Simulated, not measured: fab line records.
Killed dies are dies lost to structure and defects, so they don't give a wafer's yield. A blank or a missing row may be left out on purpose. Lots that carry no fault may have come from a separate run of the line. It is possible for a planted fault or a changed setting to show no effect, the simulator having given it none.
Which tool was responsible?    flow rit_cmos    Sampling: 15 lots, 45 wafers, 4 of 202 route steps

WHAT THE GAUGES SHOWED, per wafer
RIT_ACTIVE_THK_MEAS_04.
lot   measured     on             ACTIVE_NITRIDE_THK (nm)
L241  day 1 13:32  film_metro-03  148.6 149.1 148.3
L242  day 1 19:20  film_metro-01  150.8 150.7 151.0
L243  day 2 01:50  film_metro-01  149.9 149.1 150.1
L244  day 2 04:44  film_metro-03  149.5 149.0 150.3
L245  day 2 11:08  film_metro-02  149.8 150.5 149.8
L246  day 2 14:32  film_metro-02  151.9 150.9 149.4
L247  day 2 20:24  film_metro-03  149.5 149.9 149.1
L251  day 3 17:13  film_metro-01  122.2 121.9 120.6
L252  day 3 20:32  film_metro-03  121.5 120.7 120.1
L253  day 4 02:14  film_metro-02  150.0 149.7 149.1
L254  day 4 07:25  film_metro-02  120.2 121.2 120.5
L256  day 4 16:32  film_metro-02  147.1 146.2 147.7
L258  day 5 02:32  film_metro-02  149.2 149.8 148.4
L260  day 5 13:14  film_metro-01  150.3 150.4 151.1
L263  day 6 03:32  film_metro-02  148.0 148.0 147.5

RIT_FOX1_THK_MEAS_01.
lot   measured     on             FOX1_OXIDE_THK (nm)
L241  day 1 16:56  film_metro-02  372 371 366
L242  day 1 23:55  film_metro-01  359 359 353
L243  day 2 06:19  film_metro-02  367 367 366
L244  day 2 09:07  film_metro-02  366 359 364
L245  day 2 14:26  film_metro-04  366 372 371
L246  day 2 18:36  film_metro-04  374 370 366
L247  day 3 02:52  film_metro-01  363 361 365
L251  day 3 20:32  film_metro-01  370 373 369
L252  day 4 00:11  film_metro-02  368 363 366
L253  day 4 05:32  film_metro-01  365 355 359
L254  day 4 10:53  film_metro-02  363 356 362
L256  day 4 19:51  film_metro-02  370 362 358
L258  day 5 05:57  film_metro-04  361 358 360
L260  day 5 16:32  film_metro-02  371 367 372
L263  day 6 07:06  film_metro-01  371 373 369

WHAT TOOL EACH LOT RAN ON (gives the tool, then ch and the chambers of the sampled wafers, and finally the start)
lot   RIT_ACTIVE_CVD_03           RIT_ACTIVE_ETCH_13
L241  lpcvd-01 ch 0, day 1 12:07  rie_diel-03 ch 0,2,3, day 1 14:50
L242  lpcvd-02 ch 1, day 1 17:55  rie_diel-02 ch 0,2, day 1 20:31
L243  lpcvd-01 ch 0, day 2 00:24  rie_diel-04 ch 0,1,3, day 2 03:00
L244  lpcvd-02 ch 1, day 2 03:18  rie_diel-04 ch 1,2,3, day 2 05:56
L245  lpcvd-01 ch 0, day 2 09:43  rie_diel-02 ch 0,1,2, day 2 12:19
L246  lpcvd-01 ch 1, day 2 13:07  rie_diel-04 ch 0,3, day 2 15:43
L247  lpcvd-01 ch 0, day 2 18:59  rie_diel-04 ch 0,1,3, day 2 21:46
L251  lpcvd-02 ch 1, day 3 15:47  rie_diel-04 ch 0,1,3, day 3 18:25
L252  lpcvd-02 ch 1, day 3 19:07  rie_diel-02 ch 2,3, day 3 22:04
L253  lpcvd-01 ch 0, day 4 00:07  rie_diel-04 ch 0,2,3, day 4 03:25
L254  lpcvd-02 ch 1, day 4 05:17  rie_diel-02 ch 1,2, day 4 08:35
L256  lpcvd-01 ch 1, day 4 15:07  rie_diel-04 ch 1,2,3, day 4 17:43
L258  lpcvd-01 ch 0, day 5 01:07  rie_diel-04 ch 0,1, day 5 03:50
L260  lpcvd-01 ch 1, day 5 11:07  rie_diel-04 ch 0,1, day 5 14:25
L263  lpcvd-01 ch 1, day 6 02:07  rie_diel-04 ch 1,2, day 6 04:50
- RIT_ACTIVE_CVD_03: deposits Si3N4 from SiH2Cl2/NH3, target thk 150 nm, time 1500 s.
- RIT_ACTIVE_ETCH_13: etches Si3N4 in SF6, stops on SiO2, time 210 s, target depth 210 nm.

AS READ BY THE TOOLS THEMSELVES (means over the sampled wafers that have a number; for cases with no such wafer, the mark the record gives instead)
RIT_ACTIVE_ETCH_13.
lot   tool         drypump_motor_current_A (A)  oes_product_au (a.u.)  throttle_valve_pct (%)
L241  rie_diel-03  5.9                          0.813                  7.50
L242  rie_diel-02  5.2                          0.823                  7.56
L243  rie_diel-04  5.7                          0.811                  7.50
L244  rie_diel-04  5.8                          0.814                  7.49
L245  rie_diel-02  5.6                          0.824                  7.47
L246  rie_diel-04  5.6                          0.809                  7.38
L247  rie_diel-04  5.7                          0.810                  7.50
L251  rie_diel-04  5.7                          0.730                  7.50
L252  rie_diel-02  5.6                          0.733                  7.65
L253  rie_diel-04  5.8                          0.806                  7.38
L254  rie_diel-02  6.2                          0.735                  7.48
L256  rie_diel-04  5.8                          0.805                  7.49
L258  rie_diel-04  5.7                          0.822                  7.63
L260  rie_diel-04  5.8                          0.817                  7.52
L263  rie_diel-04  6.0                          0.815                  7.48

THE ANSWER, worked out from the rows above alone
Rule: usual is defined by the lots themselves. Put in order of their means at a reading, lots are off if they are a third of the lots or fewer, leave a main group of 4 or more, and stand apart from it by a gap of 3 or more times the standard deviation of the main group's means; of several such gaps the widest counts. The tables above print the reading to a certain number of digits; a main group whose means all agree to those digits is not used. Also off: a lot with no number at a reading for which 4 or more lots have one. The other lots that the step has rows for count as sound. First the gauges in route order, then the tools' own readings, where a lot's mean is used as printed above. The first step at which some lot is off is used, and at that step the reading that is off furthest; a lot without a number counts as furthest.
Off: L251, L252, L254, seen at RIT_ACTIVE_THK_MEAS_04 (ACTIVE_NITRIDE_THK). Mean 149.4 nm and standard deviation 1.1 in the main group.
A tool fits if, at a process step before that reading, it ran every lot that is off, and no sound lot after the first of them. The gauges at RIT_ACTIVE_THK_MEAS_04 aren't tried: what is off there is off at RIT_ACTIVE_ETCH_13 too, on other tools, and a gauge's error can't cause that. One candidate fits, namely lpcvd-02 at RIT_ACTIVE_CVD_03. Its last sound lot is L244 (day 2 03:18), its first lot that is off L251 (day 3 15:47): a fault that began between those two fits.

WHAT THE SIMULATOR PUT IN
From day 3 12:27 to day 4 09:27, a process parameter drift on lpcvd-02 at RIT_ACTIVE_CVD_03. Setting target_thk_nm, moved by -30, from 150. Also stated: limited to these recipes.
Lots struck among those shown: L251, L252, L254. The same result came from the rule above.
